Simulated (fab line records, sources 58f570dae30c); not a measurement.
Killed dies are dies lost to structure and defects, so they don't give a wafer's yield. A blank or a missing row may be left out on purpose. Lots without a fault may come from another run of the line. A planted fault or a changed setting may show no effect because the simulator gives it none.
fab line records | flow berkeley_cmos170
record lots=5 wafers=15 last_day=13
route steps=331 shown SPACER@173 PSD@175 NSD@187 BACKSIDE@199 SDANNEAL@204 PLDD@208 NLDD@209 SILICIDE@210
lots that met no fault: from a run of the same line without faults
start_h: hours from the record's first day to the start of the lot's first wafer shown | wait_h: hours since the lot's step before | " the same as in the row above | L1.1+2: a row that stands for several wafers | - no value, or no start given | * or withheld: withheld | < > ~ a bound
route shown NAME@n: a module of which the file shows steps, and the number in the route of the first | usual: mean/standard deviation of fault-free wafers | same: alike in all rows | chamber/n: place in a boat | sites: the reading at each site | _std_site: their standard deviation | _edge_site: outer sites' mean less inner sites' | radius_mm: how far each site lies from the wafer's centre | mask NAME#n: copy n | behind: the tool/chamber that last shaped the wafer | hold: why the lot was held/for how many hours/how that ended | device: the transistor (n, p or np) that didn't switch | end of line: the same wafers' tests at the end of the route | a step without rows: its recipe alone | killed: dies lost to structure and defects at the first sort, not the wafer's yield | map: a wafer's dies, x killed, . not, _ none there
set.NAME: the setting as run; set.NAME@STEP: as run at that earlier step | model.NAME: the simulator's own value behind a step, which no gauge read
lots at some steps of the route; a table a step, a row a wafer
services: from which hour (start_h, from the record's first day; less than 0 if before it) a tool's chamber was out of use, for how many hours, and why
## steps
# step UCB170_SPACER_ANNEAL_02
# recipe temp_c=900 time_s=1800 ambient=N2
# usual spike_tc_centre_C=903.0/1.4
# columns lot.wafer tool chamber start_h wait_h spike_tc_centre_C
L077.1 furnace-02 0 168.92 6.5 904.3
L077.2 " 0 " " 903.6
L077.6 " 0 " " 904.7
L081.4 furnace-04 0 192.74 4.0 903.0
L081.5 " 0 " " 901.5
L081.6 " 0 " " 901.3
L082.2 furnace-04 0 192.74 4.3 900.7
L082.4 " 0 " " 901.9
L082.6 " 0 " " 900.7
L085.1 furnace-01 0 208.22 7.5 903.8
L085.3 " 0 " " 901.6
L085.4 " 0 " " 902.8
L095.2 furnace-01 0 267.51 6.0 904.3
L095.3 " 0 " " 903.0
L095.4 " 0 " " 904.4
# step UCB170_SPACER_ETCHBACK_03
# recipe stop_on=Si target=SiO2 chemistry=CHF3/CF4/Ar CHF3_flow_sccm=50 cf4_flow_sccm=10 Ar_flow_sccm=120 pressure_mtorr=200 rf_w=500 target_depth_a=3760 time_s=100
# usual cf4_flow_sccm=9.998/0.027 drypump_motor_current_A=5.6/0.44 mfc_ar_sccm=120.0/0.36 oes_product_au=0.898/0.017 throttle_valve_pct=6.43/0.088
# columns lot.wafer tool chamber start_h wait_h cf4_flow_sccm drypump_motor_current_A mfc_ar_sccm oes_product_au rf_hours_counter_h throttle_valve_pct
L077.1 rie_diel-04 2 170.42 0.0 9.985 6.5 119.8 0.896 9 6.38
L077.2 " 1 " " 9.975 6.1 120.0 0.886 1 6.50
L077.6 " 3 " " 9.986 5.0 120.0 0.891 - 6.49
L081.4 rie_diel-02 3 194.24 0.0 10.053 5.3 120.7 0.894 3 6.57
L081.5 " 3 " " 10.025 5.3 119.9 0.891 - 6.56
L081.6 " 2 " " 9.950 4.9 119.8 0.919 - 6.33
L082.2 rie_diel-03 1 194.24 0.0 9.998 5.6 120.3 0.865 35 6.45
L082.4 " 0 " " 9.970 5.6 120.3 0.913 134 6.38
L082.6 " 1 " " 10.025 5.6 119.9 0.863 - 6.46
L085.1 rie_diel-04 3 209.72 0.0 9.997 5.0 120.0 0.881 2 6.48
L085.3 " 2 " " 9.965 6.5 120.0 0.913 10 6.39
L085.4 " 0 " " 9.998 6.1 119.9 0.901 28 6.37
L095.2 rie_diel-02 3 269.08 0.1 10.038 5.3 119.9 0.876 6 6.57
L095.3 " 0 " " 10.009 5.8 119.9 0.879 113 6.56
L095.4 " 1 " " 9.987 5.4 119.4 0.900 70 6.27
# step UCB170_PSD_HMDS_00
# recipe prime_time_s=60 prime_temp_c=100
# columns lot.wafer tool chamber start_h wait_h
L077.1+2+6 litho_track-02 0 170.50 0.0
L082.2+4+6 litho_track-04 0 194.33 0.1
L081.4+5+6 litho_track-02 0 194.81 0.5
L085.1+3+4 litho_track-01 0 209.79 0.0
L095.2+3+4 litho_track-01 0 269.55 0.4
# step UCB170_PSD_COAT_01
# recipe resist=KrF spin_rpm=1500 resist_thk_nm=900
# columns lot.wafer tool chamber start_h wait_h
L077.1+2+6 litho_track-02 0 170.65 0.1
L082.2+4+6 litho_track-04 0 194.48 0.1
L081.4+5+6 litho_track-02 0 194.96 0.1
L085.1+3+4 litho_track-01 0 209.94 0.1
L095.2+3+4 litho_track-01 0 269.70 0.1
# step UCB170_PSD_SOFTBAKE_02
# recipe resist=KrF temp_c=130 time_s=60
# columns lot.wafer tool chamber start_h wait_h
L077.1+2+6 litho_track-02 0 170.80 0.1
L082.2+4+6 litho_track-04 0 194.63 0.1
L081.4+5+6 litho_track-02 0 195.11 0.1
L085.1+3+4 litho_track-01 0 210.09 0.1
L095.2+3+4 litho_track-01 0 269.85 0.1
# step UCB170_PSD_EXPOSE_03
# recipe mask_id=PSELECT_MOD na=0.5 sigma_outer=0.6 source_shape=conventional target_cd_nm=1200 dose_mj=30
# columns lot.wafer tool chamber start_h wait_h mask
L077.1+2+6 krf_scanner-02 0 170.95 0.1 PSELECT_MOD#0
L082.2+4+6 krf_scanner-01 0 195.00 0.3 PSELECT_MOD#0
L081.4+5+6 krf_scanner-01 0 195.39 0.2 PSELECT_MOD#0
L085.1+3+4 krf_scanner-02 0 210.37 0.2 PSELECT_MOD#0
L095.2+3+4 krf_scanner-01 0 270.05 0.2 PSELECT_MOD#0
# step UCB170_PSD_PEB_04
# recipe peb_temp_c=130 peb_time_s=withheld resist=KrF
# columns lot.wafer tool chamber start_h wait_h
L077.1+2+6 litho_track-02 0 171.40 0.4
L082.2+4+6 litho_track-04 0 195.23 0.2
L081.4+5+6 litho_track-04 0 195.56 0.2
L085.1+3+4 litho_track-04 0 210.48 0.1
L095.2+3+4 litho_track-02 0 270.87 0.8
# step UCB170_PSD_DEVELOP_05
# recipe developer=TMAH develop_time_s=45 resist=KrF dev_temp_c=21
# usual developer_temp_C=21.00/0.11
# columns lot.wafer tool chamber start_h wait_h developer_temp_C
L077.1 litho_track-02 0 - - 21.06
L077.2 " 0 " " 21.05
L077.6 " 0 " " 21.15
L082.2 litho_track-04 0 - - 21.03
L082.4 " 0 " " 20.95
L082.6 " 0 " " 21.03
L081.4 litho_track-04 0 - - 20.94
L081.5 " 0 " " 20.91
L081.6 " 0 " " 20.94
L085.1 litho_track-04 0 - - 20.98
L085.3 " 0 " " 21.03
L085.4 " 0 " " 21.09
L095.2 litho_track-02 0 - - 21.28
L095.3 " 0 " " 21.11
L095.4 " 0 " " 21.11
# step UCB170_PSD_CD_MEAS_06
# recipe target_cd_nm=1200
# usual cd_nm=1200.3/1.4
# columns lot.wafer tool chamber start_h wait_h cd_nm
L077.1 cd_sem-02 - 171.67 - 1199.8
L077.2 " - " " 1201.7
L077.6 " - " " 1200.0
L082.2 cd_sem-01 - 195.50 - 1199.6
L082.4 " - " " 1199.2
L082.6 " - " " 1200.7
L081.4 cd_sem-02 - 195.88 - 1200.8
L081.5 " - " " 1201.5
L081.6 " - " " 1200.0
L085.1 cd_sem-02 - 210.76 - 1199.9
L085.3 " - " " 1200.3
L085.4 " - " " 1201.1
L095.2 cd_sem-01 - 271.14 - 1200.4
L095.3 " - " " 1200.0
L095.4 " - " " 1199.0
# step UCB170_PSD_OVL_MEAS_07
# usual PSD_OVL=1/6.4
# columns lot.wafer tool chamber start_h wait_h PSD_OVL[nm]
L077.1 overlay-01 - 171.79 0.1 -8
L077.2 " - " " -11
L077.6 " - " " -8
L082.2 overlay-01 - 195.61 0.1 -6
L082.4 " - " " -2
L082.6 " - " " -10
L081.4 overlay-02 - 195.96 0.1 5
L081.5 " - " " -1
L081.6 " - " " -1
L085.1 overlay-01 - 210.88 0.1 4
L085.3 " - " " -1
L085.4 " - " " 0
L095.2 overlay-02 - 271.25 0.1 0
L095.3 " - " " 0
L095.4 " - " " 5
# step UCB170_PSD_IMPLANT_08
# recipe species=B dose_cm2=3e+15 energy_kev=20 tilt_deg=7
# usual faraday_current_uA=9250/180
# columns lot.wafer tool chamber start_h wait_h faraday_current_uA
L077.1 implanter-02 0 171.83 0.0 9092
L077.2 " 0 " " 9502
L077.6 " 0 " " 9240
L082.2 implanter-02 0 195.67 0.0 9021
L082.4 " 0 " " 9256
L082.6 " 0 " " 9206
L081.4 implanter-01 0 196.05 0.1 9266
L081.5 " 0 " " 8884
L081.6 " 0 " " 9155
L085.1 implanter-01 0 210.91 0.0 9093
L085.3 " 0 " " 9519
L085.4 " 0 " " 9278
L095.2 implanter-02 0 271.31 0.0 9020
L095.3 " 0 " " 9335
L095.4 " 0 " " 9056
# step UCB170_PSD_STRIP_09
# recipe chemistry=O2 power_w=400 pressure_mtorr=3500 platen_temp_c=withheld o2_flow_sccm=400 overash_fraction=0.5
# usual drypump_motor_current_A=5.7/0.5 oes_product_au=0.600/0.0046 strip_time_to_endpoint_s=29.35/0.061
# columns lot.wafer tool chamber start_h wait_h drypump_motor_current_A oes_product_au rf_hours_counter_h strip_time_to_endpoint_s
L077.1 plasma_asher-03 0 171.98 0.1 5.2 0.595 48 29.38
L077.2 " 1 " " 6.4 0.599 48 29.34
L077.6 " 0 " " 5.2 0.598 - 29.37
L082.2 plasma_asher-04 0 195.79 0.1 6.3 0.604 10 29.32
L082.4 " 0 " " 6.3 0.598 - 29.29
L082.6 " 1 " " 5.7 0.605 - 29.28
L081.4 plasma_asher-03 1 196.16 0.1 6.4 0.599 - 29.27
L081.5 " 0 " " 5.2 0.592 - 29.34
L081.6 " 1 " " 6.5 0.594 - 29.33
L085.1 plasma_asher-03 1 211.06 0.1 6.5 0.604 52 29.39
L085.3 " 0 " " 5.2 0.602 - 29.41
L085.4 " 1 " " 6.4 0.604 - 29.34
L095.2 plasma_asher-04 0 271.43 0.1 6.3 0.601 17 29.34
L095.3 " 1 " " 5.7 0.596 - 29.35
L095.4 " 0 " " 6.3 0.606 - 29.41
# step UCB170_PSD_TW_MEAS_10
# usual PSD_TW=2323/21
# columns lot.wafer tool chamber start_h wait_h PSD_TW
L077.1 film_metro-01 - 172.08 0.1 2313
L077.2 " - " " 2302
L077.6 " - " " 2305
L082.2 film_metro-01 - 195.90 0.1 2308
L082.4 " - " " 2305
L082.6 " - " " 2289
L081.4 film_metro-04 - 196.26 0.1 2339
L081.5 " - " " 2344
L081.6 " - " " 2347
L085.1 film_metro-01 - 211.16 0.1 2314
L085.3 " - " " 2315
L085.4 " - " " 2304
L095.2 film_metro-01 - 271.54 0.1 2307
L095.3 " - " " 2321
L095.4 " - " " 2327
# step UCB170_PSD_CLEAN_11
# recipe chemistry=SPM temp_c=120 time_s=600
# columns lot.wafer tool chamber start_h wait_h
L077.1+2+6 wet_bench-02 1 172.14 0.1
L082.2+4+6 wet_bench-01 0 195.95 0.0
L081.4+5+6 wet_bench-01 1 196.29 0.0
L085.1+3+4 wet_bench-01 1 212.08 0.9
L095.2+3+4 wet_bench-01 2 271.59 0.0
# step UCB170_NSD_HMDS_00
# recipe prime_time_s=60 prime_temp_c=100
# columns lot.wafer tool chamber start_h wait_h
L077.1+2+6 litho_track-04 0 172.31 0.0
L082.2+4+6 litho_track-04 0 196.15 0.0
L081.4+5+6 litho_track-01 0 196.91 0.4
L085.1+3+4 litho_track-01 0 212.28 0.0
L095.2+3+4 litho_track-01 0 271.98 0.2
# step UCB170_NSD_COAT_01
# recipe resist=KrF spin_rpm=1500 resist_thk_nm=900
# columns lot.wafer tool chamber start_h wait_h
L077.1+2+6 litho_track-04 0 172.46 0.1
L082.2+4+6 litho_track-04 0 196.30 0.1
L081.4+5+6 litho_track-01 0 197.06 0.1
L085.1+3+4 litho_track-01 0 212.43 0.1
L095.2+3+4 litho_track-01 0 272.13 0.1
# step UCB170_NSD_SOFTBAKE_02
# recipe resist=KrF temp_c=130 time_s=60
# columns lot.wafer tool chamber start_h wait_h
L077.1+2+6 litho_track-04 0 172.61 0.1
L082.2+4+6 litho_track-04 0 196.45 0.1
L081.4+5+6 litho_track-01 0 197.21 0.1
L085.1+3+4 litho_track-01 0 212.58 0.1
L095.2+3+4 litho_track-01 0 272.28 0.1
# step UCB170_NSD_EXPOSE_03
# recipe mask_id=NSELECT_MOD na=0.5 sigma_outer=0.6 source_shape=conventional target_cd_nm=1200 dose_mj=30
# columns lot.wafer tool chamber start_h wait_h mask
L077.1+2+6 krf_scanner-02 0 172.89 0.2 NSELECT_MOD#0
L082.2+4+6 krf_scanner-02 0 196.72 0.2 NSELECT_MOD#0
L081.4+5+6 krf_scanner-02 0 197.46 0.2 NSELECT_MOD#0
L085.1+3+4 krf_scanner-02 0 212.86 0.2 NSELECT_MOD#0
L095.2+3+4 krf_scanner-02 0 273.57 1.3 NSELECT_MOD#0
# step UCB170_NSD_PEB_04
# recipe peb_temp_c=130 peb_time_s=withheld resist=KrF
# columns lot.wafer tool chamber start_h wait_h
L077.1+2+6 litho_track-01 0 173.16 0.3
L082.2+4+6 litho_track-01 0 197.31 0.6
L081.4+5+6 litho_track-03 0 197.83 0.3
L085.1+3+4 litho_track-04 0 213.55 0.7
L095.2+3+4 litho_track-04 0 273.74 0.1
# step UCB170_NSD_DEVELOP_05
# recipe developer=TMAH develop_time_s=45 resist=KrF dev_temp_c=21
# usual developer_temp_C=21.01/0.11
# columns lot.wafer tool chamber start_h wait_h developer_temp_C
L077.1 litho_track-01 0 - - 21.17
L077.2 " 0 " " 21.09
L077.6 " 0 " " 21.04
L082.2 litho_track-01 0 - - 20.80
L082.4 " 0 " " 20.93
L082.6 " 0 " " 20.99
L081.4 litho_track-03 0 - - 20.88
L081.5 " 0 " " 20.96
L081.6 " 0 " " 20.81
L085.1 litho_track-04 0 - - 20.94
L085.3 " 0 " " 21.16
L085.4 " 0 " " 21.10
L095.2 litho_track-04 0 - - 20.86
L095.3 " 0 " " 21.04
L095.4 " 0 " " 21.10
# step UCB170_NSD_CD_MEAS_06
# recipe target_cd_nm=1200
# usual cd_nm=1199.8/1.4
# columns lot.wafer tool chamber start_h wait_h cd_nm
L077.1 cd_sem-02 - 173.44 - 1198.4
L077.2 " - " " 1197.8
L077.6 " - " " 1199.0
L082.2 cd_sem-01 - 197.58 - 1198.8
L082.4 " - " " 1198.2
L082.6 " - " " 1198.9
L081.4 cd_sem-01 - 198.08 - 1200.7
L081.5 " - " " 1199.3
L081.6 " - " " 1200.9
L085.1 cd_sem-02 - 213.83 - 1199.4
L085.3 " - " " 1198.6
L085.4 " - " " 1200.1
L095.2 cd_sem-02 - 274.01 - 1198.6
L095.3 " - " " 1199.5
L095.4 " - " " 1199.3
# step UCB170_NSD_OVL_MEAS_07
# usual NSD_OVL=2/7.4
# columns lot.wafer tool chamber start_h wait_h NSD_OVL[nm]
L077.1 overlay-02 - 173.56 0.1 -2
L077.2 " - " " 10
L077.6 " - " " 4
L082.2 overlay-01 - 197.68 0.1 6
L082.4 " - " " 9
L082.6 " - " " 7
L081.4 overlay-02 - 198.16 0.1 3
L081.5 " - " " 5
L081.6 " - " " 3
L085.1 overlay-02 - 213.95 0.1 -4
L085.3 " - " " -6
L085.4 " - " " -2
L095.2 overlay-02 - 274.11 0.1 6
L095.3 " - " " 5
L095.4 " - " " 4
# step UCB170_NSD_IMPLANT_08
# recipe species=P dose_cm2=3e+15 energy_kev=40 tilt_deg=7
# usual faraday_current_uA=9261/200
# columns lot.wafer tool chamber start_h wait_h faraday_current_uA
L077.1 implanter-01 0 173.60 0.0 9373
L077.2 " 0 " " 9209
L077.6 " 0 " " 9243
L082.2 implanter-03 0 197.74 0.0 9211
L082.4 " 0 " " 9115
L082.6 " 0 " " 9317
L081.4 implanter-03 0 198.26 0.1 8847
L081.5 " 0 " " 9114
L081.6 " 0 " " 9265
L085.1 implanter-04 0 213.99 0.0 9214
L085.3 " 0 " " 9233
L085.4 " 0 " " 9317
L095.2 implanter-04 0 274.17 0.0 9028
L095.3 " 0 " " 9016
L095.4 " 0 " " 9381
# step UCB170_NSD_STRIP_09
# recipe chemistry=O2 power_w=400 pressure_mtorr=3500 platen_temp_c=withheld o2_flow_sccm=400 overash_fraction=0.5
# usual drypump_motor_current_A=5.9/0.5 oes_product_au=0.533/0.0046 strip_time_to_endpoint_s=35.80/0.082
# columns lot.wafer tool chamber start_h wait_h drypump_motor_current_A oes_product_au rf_hours_counter_h strip_time_to_endpoint_s
L077.1 plasma_asher-02 1 173.75 0.1 5.4 0.528 39 35.76
L077.2 " 0 " " 5.2 0.544 39 35.86
L077.6 " 1 " " 5.4 0.540 - 35.72
L082.2 plasma_asher-04 1 197.86 0.1 5.7 0.531 10 35.71
L082.4 " 0 " " 6.3 0.532 - 35.72
L082.6 " 0 " " 6.3 0.538 - 35.67
L081.4 plasma_asher-01 1 198.36 0.1 6.5 0.534 - 35.81
L081.5 " 0 " " 6.3 0.533 - 35.83
L081.6 " 1 " " 6.5 0.534 - 35.77
L085.1 plasma_asher-02 1 214.14 0.1 5.4 0.533 45 35.80
L085.3 " 1 " " 5.4 0.536 - 35.75
L085.4 " 0 " " 5.2 0.539 - 35.73
L095.2 plasma_asher-02 0 274.29 0.1 5.2 0.534 50 35.88
L095.3 " 1 " " 5.4 0.534 - 35.80
L095.4 " 0 " " 5.2 0.535 - 35.77
# step UCB170_NSD_TW_MEAS_10
# usual NSD_TW=4192/43
# columns lot.wafer tool chamber start_h wait_h NSD_TW
L077.1 film_metro-04 - 173.85 0.1 4224
L077.2 " - " " 4222
L077.6 " - " " 4219
L082.2 film_metro-04 - 197.97 0.1 4218
L082.4 " - " " 4221
L082.6 " - " " 4221
L081.4 film_metro-01 - 198.46 0.1 4164
L081.5 " - " " 4146
L081.6 " - " " 4154
L085.1 film_metro-02 - 214.24 0.1 4161
L085.3 " - " " 4194
L085.4 " - " " 4177
L095.2 film_metro-01 - 274.40 0.1 4141
L095.3 " - " " 4124
L095.4 " - " " 4133
# step UCB170_NSD_CLEAN_11
# recipe chemistry=SPM temp_c=120 time_s=600
# columns lot.wafer tool chamber start_h wait_h
L077.1+2+6 wet_bench-03 2 173.91 0.1
L082.2+4+6 wet_bench-03 1 198.02 0.0
L081.4+5+6 wet_bench-03 0 198.57 0.1
L085.1+3+4 wet_bench-01 3 214.30 0.1
L095.2+3+4 wet_bench-02 3 274.50 0.1
# step UCB170_BACKSIDE_HMDS_00
# recipe prime_time_s=60 prime_temp_c=100
# columns lot.wafer tool chamber start_h wait_h
L077.1+2+6 litho_track-03 0 174.11 0.0
L082.2+4+6 litho_track-02 0 198.25 0.0
L081.4+5+6 litho_track-04 0 199.18 0.4
L085.1+3+4 litho_track-04 0 214.49 0.0
L095.2+3+4 litho_track-03 0 274.70 0.0
# step UCB170_BACKSIDE_COAT_01
# recipe resist=KrF spin_rpm=1500 resist_thk_nm=900
# columns lot.wafer tool chamber start_h wait_h
L077.1+2+6 litho_track-03 0 174.26 0.1
L082.2+4+6 litho_track-02 0 198.40 0.1
L081.4+5+6 litho_track-04 0 199.33 0.1
L085.1+3+4 litho_track-04 0 214.64 0.1
L095.2+3+4 litho_track-03 0 274.85 0.1
# step UCB170_BACKSIDE_SOFTBAKE_02
# recipe resist=KrF temp_c=130 time_s=60
# columns lot.wafer tool chamber start_h wait_h
L077.1+2+6 litho_track-03 0 174.41 0.1
L082.2+4+6 litho_track-02 0 198.55 0.1
L081.4+5+6 litho_track-04 0 199.48 0.1
L085.1+3+4 litho_track-04 0 214.79 0.1
L095.2+3+4 litho_track-03 0 275.00 0.1
# step UCB170_BACKSIDE_STRIP_03
# recipe chemistry=O2 power_w=407.7 pressure_mtorr=3500 platen_temp_c=withheld o2_flow_sccm=400 overash_fraction=0.5
# usual drypump_motor_current_A=6.0/0.5 oes_product_au=0.741/0.0043 strip_time_to_endpoint_s=21.61/0.068
# columns lot.wafer tool chamber start_h wait_h drypump_motor_current_A oes_product_au rf_hours_counter_h strip_time_to_endpoint_s
L077.1 plasma_asher-03 0 174.56 0.1 5.2 0.728 49 21.53
L077.2 " 1 " " 6.4 0.742 49 21.64
L077.6 " 1 " " 6.4 0.747 - 21.64
L082.2 plasma_asher-03 0 198.67 0.1 5.2 0.743 51 21.51
L082.4 " 0 " " 5.2 0.740 - 21.57
L082.6 " 0 " " 5.2 0.742 - 21.52
L081.4 plasma_asher-04 0 199.58 0.1 6.3 0.743 - 21.60
L081.5 " 0 " " 6.3 0.740 - 21.60
L081.6 " 1 " " 5.6 0.737 - 21.60
L085.1 plasma_asher-01 1 214.94 0.1 6.4 0.740 44 21.62
L085.3 " 1 " " 6.5 0.740 - 21.55
L085.4 " 0 " " 6.3 0.739 - 21.54
L095.2 plasma_asher-01 1 275.12 0.1 6.5 0.741 50 21.78
L095.3 " 1 " " 6.5 0.743 - 21.71
L095.4 " 0 " " 6.3 0.736 - 21.66
# step UCB170_BACKSIDE_CLEAN_04
# recipe chemistry=SPM temp_c=120 time_s=600
# columns lot.wafer tool chamber start_h wait_h
L077.1+2+6 wet_bench-04 0 174.66 0.1
L082.2+4+6 wet_bench-04 3 198.81 0.1
L081.4+5+6 wet_bench-03 1 199.65 0.0
L085.1+3+4 wet_bench-04 1 215.04 0.1
L095.2+3+4 wet_bench-04 2 275.39 0.2
# step UCB170_SDANNEAL_RTA_00
# recipe temp_c=900 time_s=10 ambient=N2
# usual lamp_power_pct=22.8/1.3 wafer_temp_C_max=904.1/1.7
# columns lot.wafer tool chamber start_h wait_h lamp_power_pct wafer_temp_C_max
L077.1 rtp_anneal-02 0 174.83 0.0 21.7 902.6
L077.2 " 0 " " 21.6 902.9
L077.6 " 0 " " 21.7 902.3
L082.2 rtp_anneal-01 0 198.99 0.0 24.4 905.7
L082.4 " 0 " " 24.3 907.3
L082.6 " 0 " " 24.4 905.0
L081.4 rtp_anneal-01 0 199.86 0.0 24.4 905.5
L081.5 " 0 " " 24.3 905.0
L081.6 " 0 " " 24.4 905.0
L085.1 rtp_anneal-02 0 215.21 0.0 21.7 902.1
L085.3 " 0 " " 21.7 902.5
L085.4 " 0 " " 21.7 902.4
L095.2 rtp_anneal-01 0 275.58 0.0 24.3 906.6
L095.3 " 0 " " 24.3 907.0
L095.4 " 0 " " 24.3 905.7
# step UCB170_SDANNEAL_RTA_01
# recipe temp_c=1050 time_s=5 ambient=N2
# usual lamp_power_pct=35.1/2 wafer_temp_C_max=1054.8/2
# columns lot.wafer tool chamber start_h wait_h lamp_power_pct wafer_temp_C_max
L077.1 rtp_anneal-02 0 174.90 0.1 33.4 1054.2
L077.2 " 0 " " 33.4 1053.5
L077.6 " 0 " " 33.4 1053.7
L082.2 rtp_anneal-01 0 199.06 0.1 37.6 1055.7
L082.4 " 0 " " 37.6 1056.8
L082.6 " 0 " " 37.5 1055.4
L081.4 rtp_anneal-01 0 199.92 0.1 37.6 1056.4
L081.5 " 0 " " 37.5 1057.1
L081.6 " 0 " " 37.6 1058.1
L085.1 rtp_anneal-02 0 215.28 0.1 33.5 1052.6
L085.3 " 0 " " 33.4 1052.4
L085.4 " 0 " " 33.4 1052.5
L095.2 rtp_anneal-01 0 275.64 0.1 37.5 1058.3
L095.3 " 0 " " 37.5 1056.7
L095.4 " 0 " " 37.6 1059.0
# step UCB170_SDANNEAL_RS_MEAS_02
# recipe thk_meas_gauge=four-point-probe
# usual PSD_RS=75.6/0.31
# columns lot.wafer tool chamber start_h wait_h PSD_RS[ohm/sq]
L077.1 film_metro-01 - 174.96 0.0 75.5
L077.2 " - " " 75.5
L077.6 " - " " 75.4
L082.2 film_metro-01 - 199.13 0.1 75.8
L082.4 " - " " 75.7
L082.6 " - " " 75.7
L081.4 film_metro-04 - 200.01 0.1 75.9
L081.5 " - " " 75.5
L081.6 " - " " 75.6
L085.1 film_metro-02 - 215.34 0.0 75.9
L085.3 " - " " 75.7
L085.4 " - " " 76.2
L095.2 film_metro-02 - 275.71 0.1 75.5
L095.3 " - " " 75.5
L095.4 " - " " 75.2
# step UCB170_SDANNEAL_RS_MEAS_03
# recipe thk_meas_gauge=four-point-probe
# usual NSD_RS=37.26/0.098
# columns lot.wafer tool chamber start_h wait_h NSD_RS[ohm/sq]
L077.1 film_metro-01 - 175.08 0.1 37.22
L077.2 " - " " 37.17
L077.6 " - " " 37.23
L082.2 film_metro-01 - 199.25 0.1 37.27
L082.4 " - " " 37.17
L082.6 " - " " 37.24
L081.4 film_metro-04 - 200.13 0.1 37.16
L081.5 " - " " 37.18
L081.6 " - " " 37.24
L085.1 film_metro-02 - 215.46 0.1 37.36
L085.3 " - " " 37.33
L085.4 " - " " 37.38
L095.2 film_metro-02 - 275.83 0.1 37.27
L095.3 " - " " 37.37
L095.4 " - " " 37.32
# step UCB170_SDANNEAL_RS_MEAS_04
# recipe thk_meas_gauge=four-point-probe
# usual PLDD_RS=1031.8/2.8
# columns lot.wafer tool chamber start_h wait_h PLDD_RS[ohm/sq]
L077.1 film_metro-01 - 175.20 0.1 1031.8
L077.2 " - " " 1031.2
L077.6 " - " " 1030.4
L082.2 film_metro-01 - 199.37 0.1 1030.7
L082.4 " - " " 1028.4
L082.6 " - " " 1030.6
L081.4 film_metro-04 - 200.25 0.1 1032.3
L081.5 " - " " 1032.5
L081.6 " - " " 1030.5
L085.1 film_metro-02 - 215.58 0.1 1032.0
L085.3 " - " " 1036.3
L085.4 " - " " 1031.5
L095.2 film_metro-02 - 275.95 0.1 1030.2
L095.3 " - " " 1037.5
L095.4 " - " " 1030.0
# step UCB170_SDANNEAL_RS_MEAS_05
# recipe thk_meas_gauge=four-point-probe
# usual NLDD_RS=616.6/1.2
# columns lot.wafer tool chamber start_h wait_h NLDD_RS[ohm/sq]
L077.1 film_metro-01 - 175.32 0.1 615.9
L077.2 " - " " 614.9
L077.6 " - " " 616.6
L082.2 film_metro-01 - 199.49 0.1 616.4
L082.4 " - " " 616.3
L082.6 " - " " 617.0
L081.4 film_metro-04 - 200.37 0.1 616.4
L081.5 " - " " 617.0
L081.6 " - " " 616.8
L085.1 film_metro-02 - 215.70 0.1 618.7
L085.3 " - " " 618.1
L085.4 " - " " 620.2
L095.2 film_metro-02 - 276.07 0.1 615.5
L095.3 " - " " 617.2
L095.4 " - " " 616.1
# step UCB170_SILICIDE_PRE_CLEAN_00
# recipe gas=Ar preclean_etch_time_s=60
# columns lot.wafer tool chamber start_h wait_h
L077.1+2+6 pvd_sputter-04 - 175.44 0.1
L082.2+4+6 pvd_sputter-02 - 199.59 0.1
L081.4+5+6 pvd_sputter-04 - 200.43 0.0
L085.1+3+4 pvd_sputter-02 - 215.82 0.1
L095.2+3+4 pvd_sputter-04 - 276.17 0.1
# step UCB170_SILICIDE_SPUTTER_01
# recipe material=Ti target_thk_nm=30 time_s=25 power_w=1554 chamber_pressure_pa=0.5
# usual throttle_valve_pct=30.1/0.5
# columns lot.wafer tool chamber start_h wait_h throttle_valve_pct
L077.1 pvd_sputter-04 - 175.50 0.0 30.8
L077.2 " - " " 30.3
L077.6 " - " " 30.0
L082.2 pvd_sputter-02 - 199.65 0.0 29.5
L082.4 " - " " 30.6
L082.6 " - " " 30.2
L081.4 pvd_sputter-04 - 200.50 0.0 30.1
L081.5 " - " " 30.9
L081.6 " - " " 30.4
L085.1 pvd_sputter-02 - 215.88 0.0 29.4
L085.3 " - " " 30.6
L085.4 " - " " 29.6
L095.2 pvd_sputter-04 - 276.24 0.0 30.3
L095.3 " - " " 30.4
L095.4 " - " " 31.0
# step UCB170_SILICIDE_RS_MEAS_02
# recipe thk_meas_gauge=four-point-probe reads=Ti_of_SILICIDE_SPUTTER_01
# usual SILICIDE_TI_RS=25.0/0.33
# columns lot.wafer tool chamber start_h wait_h SILICIDE_TI_RS[ohm/sq]
L077.1 film_metro-03 - 175.53 0.0 25.0
L077.2 " - " " 25.0
L077.6 " - " " 25.0
L082.2 film_metro-02 - 199.70 0.0 25.6
L082.4 " - " " 25.5
L082.6 " - " " 25.4
L081.4 film_metro-03 - 200.59 0.1 24.6
L081.5 " - " " 24.7
L081.6 " - " " 24.6
L085.1 film_metro-03 - 215.91 0.0 25.0
L085.3 " - " " 24.6
L085.4 " - " " 24.7
L095.2 film_metro-03 - 276.29 0.0 24.8
L095.3 " - " " 24.6
L095.4 " - " " 24.6
# step UCB170_SILICIDE_THK_MEAS_03
# recipe thk_meas_gauge=xrf reads=Ti_of_SILICIDE_SPUTTER_01
# usual SILICIDE_TI_THK=31.3/0.39
# columns lot.wafer tool chamber start_h wait_h SILICIDE_TI_THK[nm]
L077.1 film_metro-03 - 175.65 0.1 31.2
L077.2 " - " " 31.1
L077.6 " - " " 31.2
L082.2 film_metro-02 - 199.81 0.1 30.5
L082.4 " - " " 30.6
L082.6 " - " " 30.8
L081.4 film_metro-03 - 200.68 0.1 31.7
L081.5 " - " " 31.6
L081.6 " - " " 31.7
L085.1 film_metro-03 - 216.03 0.1 31.2
L085.3 " - " " 31.5
L085.4 " - " " 31.5
L095.2 film_metro-03 - 276.40 0.1 31.5
L095.3 " - " " 31.7
L095.4 " - " " 31.8
## services
# columns tool chamber start_h hours kind
rie_diel-02 - 151.49 2.8 pm
implanter-03 - 158.84 9.0 pm
krf_scanner-01 - 159.04 1.3 repair
implanter-04 - 160.97 5.8 repair
wet_bench-02 - 165.55 2.1 repair
plasma_asher-03 - 175.51 13.0 repair
implanter-04 - 178.34 1.4 repair
rie_diel-04 - 188.78 0.4 repair
pvd_sputter-04 - 189.45 3.1 repair
krf_scanner-02 - 194.49 0.8 pm
krf_scanner-01 - 200.16 0.8 pm
furnace-01 - 202.29 3.2 pm
plasma_asher-01 - 205.16 2.2 repair
implanter-02 - 210.48 3.2 pm
rtp_anneal-01 - 215.04 4.7 pm
furnace-04 - 217.10 3.8 pm
krf_scanner-01 - 228.56 1.0 pm
krf_scanner-01 - 236.30 4.0 pm
implanter-03 - 239.65 4.5 repair
implanter-02 - 252.36 1.9 repair
furnace-01 - 259.63 3.7 pm
plasma_asher-03 - 263.48 2.8 pm
krf_scanner-02 - 265.36 7.7 repair
pvd_sputter-02 - 265.40 2.3 repair
## key
fault none
